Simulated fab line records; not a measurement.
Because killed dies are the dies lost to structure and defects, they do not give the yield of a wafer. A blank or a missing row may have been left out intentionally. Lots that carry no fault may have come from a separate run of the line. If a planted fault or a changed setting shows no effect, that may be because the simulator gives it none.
Which tool is to blame? ; flow berkeley_cmos170 ; 21 wafers from 7 lots sampled at 2 of the route's 331 steps

WHAT THE GAUGES SHOWED, per wafer
UCB170_SDANNEAL_RS_MEAS_04: measurement is done with a four-point probe.
lot;measured;on;PLDD_RS (ohm/sq)
L491;day 8 01:52;film_metro-02;1036.0 1032.9 1037.0
L495;day 9 02:10;film_metro-02;1032.3 1028.0 1030.6
L496;day 9 11:25;film_metro-01;951.7 951.9 952.7
L498;day 10 11:25;film_metro-02;950.8 953.5 952.3
L505;day 12 01:10;film_metro-02;1029.1 1029.5 1030.4
L509;day 12 00:34;film_metro-02;1036.8 1035.0 1035.2
L511;day 12 15:58;film_metro-02;1028.0 1026.9 1030.1

WHAT TOOL EACH LOT RAN ON (gives the tool, then ch and the chambers of the sampled wafers, and finally the start)
lot;UCB170_PLDD_IMPLANT_08
L491;implanter-04 ch 0, day 7 12:47
L495;implanter-04 ch 0, day 8 09:52
L496;implanter-04 ch 0, day 8 20:35
L498;implanter-04 ch 0, day 9 20:56
L505;implanter-02 ch 0, day 11 11:59
L509;implanter-02 ch 0, day 11 11:35
L511;implanter-04 ch 0, day 12 02:23
- UCB170_PLDD_IMPLANT_08

THE ANSWER, worked out from the rows above alone
Rule: the lots themselves supply what counts as usual. The widest of any qualifying gaps counts: lots, ordered by their means at a reading, are off when they make up no more than a third of the lots, leave a main group of 4 or more, and stand apart from it by 3 or more times the standard deviation of that group's means. A main group whose means are all the same, to the digits that the tables above print for the reading, isn't used. A lot without any number at a reading at which 4 lots or more have one is off too. The other lots that the step has rows for count as sound.
Off: L496, L498, seen at UCB170_SDANNEAL_RS_MEAS_04 (PLDD_RS). For the main group the mean is 1031.9 ohm/sq and the standard deviation 3.
A tool fits if, at a process step before that reading, it ran every lot that is off, and no sound lot after the first of them. Gauges at UCB170_SDANNEAL_RS_MEAS_04: tried the same way as those tools. None of those tried fits.

WHAT THE SIMULATOR HAD INSERTED
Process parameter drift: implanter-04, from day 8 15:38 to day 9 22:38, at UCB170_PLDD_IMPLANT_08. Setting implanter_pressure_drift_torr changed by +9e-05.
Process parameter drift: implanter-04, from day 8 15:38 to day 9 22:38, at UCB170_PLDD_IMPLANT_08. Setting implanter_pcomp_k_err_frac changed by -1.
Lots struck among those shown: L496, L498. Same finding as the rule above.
